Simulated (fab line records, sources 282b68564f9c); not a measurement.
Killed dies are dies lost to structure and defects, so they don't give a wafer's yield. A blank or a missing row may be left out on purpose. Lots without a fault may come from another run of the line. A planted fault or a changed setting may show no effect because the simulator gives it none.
Which tool did it? | flow rit_cmos | 13 lots, 39 wafers sampled, at 6 steps of a route of 202

WHAT THE GAUGES READ, wafer by wafer
RIT_NWELL_TW_MEAS_10.
lot  | measured    | on            | NWELL_TW
L787 | day 2 07:40 | film_metro-02 | 2106 2094 2096
L789 | day 2 16:53 | film_metro-03 | 2140 2144 2160
L791 | day 3 04:23 | film_metro-02 | 2106 2119 2122
L792 | day 3 08:10 | film_metro-03 | 2141 2157 2145
L793 | day 3 12:53 | film_metro-02 | 2115 2126 2121
L794 | day 3 18:01 | film_metro-01 | 2139 2141 2142
L795 | day 3 22:47 | film_metro-01 | 2130 2143 2146
L797 | day 4 09:39 | film_metro-03 | 2147 2146 2151
L803 | day 5 16:05 | film_metro-02 | 2118 2115 2099
L805 | day 6 02:20 | film_metro-03 | 2140 2158 2140
L806 | day 6 06:47 | film_metro-02 | 2113 2113 2101
L807 | day 6 11:55 | film_metro-02 | 2116 2095 2111
L808 | day 6 15:53 | film_metro-01 | 2117 2122 2119

RIT_PRETRO_OVL_MEAS_06.
lot  | measured    | on         | PRETRO_OVL (nm)
L787 | day 2 17:26 | overlay-01 | -0.8 0.8 -0.6
L789 | day 3 02:55 | overlay-01 | 0.2 -0.7 -0.6
L791 | day 3 14:10 | overlay-02 | 1.0 3.6 3.5
L792 | day 3 17:54 | overlay-01 | -0.2 0.5 -0.7
L793 | day 3 22:40 | overlay-02 | 0.7 -3.1 -1.1
L794 | day 4 03:31 | overlay-02 | -0.1 -0.9 0.0
L795 | day 4 08:42 | overlay-02 | -1.1 1.4 0.4
L797 | day 4 19:29 | overlay-01 | -0.1 -0.4 0.2
L803 | day 6 01:34 | overlay-02 | -0.6 -0.3 -1.8
L805 | day 6 12:26 | overlay-02 | 0.6 0.1 1.5
L806 | day 6 16:19 | overlay-01 | 1.0 1.7 2.5
L807 | day 6 21:32 | overlay-01 | 0.4 -0.4 -0.5
L808 | day 7 01:36 | overlay-01 | -0.4 0.3 0.8

RIT_PLDD_OVL_MEAS_06.
lot  | measured    | on         | PLDD_OVL (nm)
L787 | day 3 05:05 | overlay-02 | -2.2 -0.7 -1.6
L789 | day 3 15:23 | overlay-02 | -0.6 -1.6 -0.4
L791 | day 4 01:27 | overlay-02 | 1.1 1.6 0.7
L792 | day 4 05:30 | overlay-01 | -1.8 0.3 -1.4
L793 | day 4 10:13 | overlay-01 | 1.2 0.5 2.8
L794 | day 4 16:20 | overlay-02 | -1.9 0.5 -0.1
L795 | day 4 20:47 | overlay-01 | 1.3 1.3 1.9
L797 | day 5 08:01 | overlay-02 | - - -
L803 | day 6 14:13 | overlay-02 | 0.3 -0.5 -2.7
L805 | day 6 23:45 | overlay-02 | 0.7 1.9 2.5
L806 | day 7 03:26 | overlay-02 | 0.9 0.0 0.4
L807 | day 7 09:20 | overlay-02 | -3.0 -2.9 -2.7
L808 | day 7 13:07 | overlay-01 | -0.4 -0.9 -0.3

RIT_PLDD_TW_MEAS_10.
lot  | measured    | on            | PLDD_TW
L787 | day 3 05:36 | film_metro-03 | 2353 2348 2354
L789 | day 3 15:54 | film_metro-04 | 2333 2318 2324
L791 | day 4 01:58 | film_metro-03 | 2344 2350 2327
L792 | day 4 06:01 | film_metro-04 | 2339 2337 2344
L793 | day 4 10:43 | film_metro-04 | 2333 2350 2333
L794 | day 4 16:52 | film_metro-02 | 2303 2282 2298
L795 | day 4 21:17 | film_metro-02 | 2317 2307 2302
L797 | day 5 08:32 | film_metro-02 | 30 30 30
L803 | day 6 14:43 | film_metro-04 | 2328 2326 2333
L805 | day 7 00:16 | film_metro-03 | 2333 2352 2340
L806 | day 7 03:57 | film_metro-04 | 2333 2343 2335
L807 | day 7 09:50 | film_metro-04 | 2345 2338 2348
L808 | day 7 13:38 | film_metro-02 | 2313 2306 2304

WHICH TOOL RAN EACH LOT (tool, then ch and the chambers of the sampled wafers, then the start)
lot  | RIT_NRETRO_STRIP_09                 | RIT_PLDD_EXPOSE_03
L787 | plasma_asher-01 ch 0,1, day 2 16:19 | iline_stepper-01 ch 0, day 3 04:41
L789 | plasma_asher-04 ch 0,1, day 3 01:40 | iline_stepper-02 ch 0, day 3 15:00
L791 | plasma_asher-04 ch 0, day 3 12:53   | iline_stepper-02 ch 0, day 4 01:03
L792 | plasma_asher-02 ch 0,1, day 3 16:40 | iline_stepper-01 ch 0, day 4 05:06
L793 | plasma_asher-02 ch 0,1, day 3 21:32 | iline_stepper-02 ch 0, day 4 09:49
L794 | plasma_asher-04 ch 0,1, day 4 02:26 | iline_stepper-01 ch 0, day 4 15:58
L795 | plasma_asher-02 ch 0,1, day 4 07:28 | iline_stepper-01 ch 0, day 4 20:23
L797 | plasma_asher-01 ch 0,1, day 4 18:25 | iline_stepper-01 ch 0, day 5 07:38
L803 | plasma_asher-02 ch 0,1, day 6 00:26 | iline_stepper-02 ch 0, day 6 13:49
L805 | plasma_asher-04 ch 0,1, day 6 11:02 | iline_stepper-01 ch 0, day 6 23:23
L806 | plasma_asher-02 ch 0,1, day 6 15:05 | iline_stepper-01 ch 0, day 7 02:56
L807 | plasma_asher-01 ch 0,1, day 6 20:17 | iline_stepper-01 ch 0, day 7 08:56
L808 | plasma_asher-02 ch 0,1, day 7 00:22 | iline_stepper-01 ch 0, day 7 12:43
- RIT_NRETRO_STRIP_09: strips in O2, time 180 s.
- RIT_PLDD_EXPOSE_03: exposes mask M8, target cd 40900 nm.

WHAT THE TOOLS THEMSELVES READ (means of the sampled wafers that have a number; where no wafer has one, the mark that the record gives instead)
RIT_NRETRO_STRIP_09.
lot  | tool            | drypump_motor_current_A (A)
L787 | plasma_asher-01 | 5.8
L789 | plasma_asher-04 | 5.4
L791 | plasma_asher-04 | 5.7
L792 | plasma_asher-02 | 5.9
L793 | plasma_asher-02 | 5.9
L794 | plasma_asher-04 | 5.2
L795 | plasma_asher-02 | 5.9
L797 | plasma_asher-01 | 6.1
L803 | plasma_asher-02 | 5.9
L805 | plasma_asher-04 | 5.2
L806 | plasma_asher-02 | 5.9
L807 | plasma_asher-01 | 5.9
L808 | plasma_asher-02 | 5.9

THE ANSWER, worked out from the rows above alone
Rule: what is usual is taken from the lots themselves. Put in order of their means at a reading, lots are off if they are a third of the lots or fewer, leave a main group of 4 or more, and stand apart from it by a gap of 3 or more times the standard deviation of the main group's means; of several such gaps the widest counts. A main group whose means are all the same, to the digits that the tables above print for the reading, isn't used. A lot without any number at a reading at which 4 lots or more have one is off too. The other lots that the step has rows for count as sound. The gauges are gone through in route order, then the tools' own readings, and for those a lot's mean is taken as printed above. The first step at which some lot is off is used, and at that step the reading that is off furthest; a lot without a number counts as furthest.
Off: L797, at RIT_PLDD_OVL_MEAS_06 (PLDD_OVL). Without a number there: L797. The main group: mean -0.2 nm, standard deviation 1.4.
A tool fits if, at a process step before that reading, it ran every lot that is off, and no sound lot after the first of them. The gauges at RIT_PLDD_OVL_MEAS_06 aren't tried: what is off there is off at RIT_PLDD_TW_MEAS_10 too, on other tools, and a gauge's error can't cause that. None of those tried fits.

WHAT THE SIMULATOR HAD PUT IN
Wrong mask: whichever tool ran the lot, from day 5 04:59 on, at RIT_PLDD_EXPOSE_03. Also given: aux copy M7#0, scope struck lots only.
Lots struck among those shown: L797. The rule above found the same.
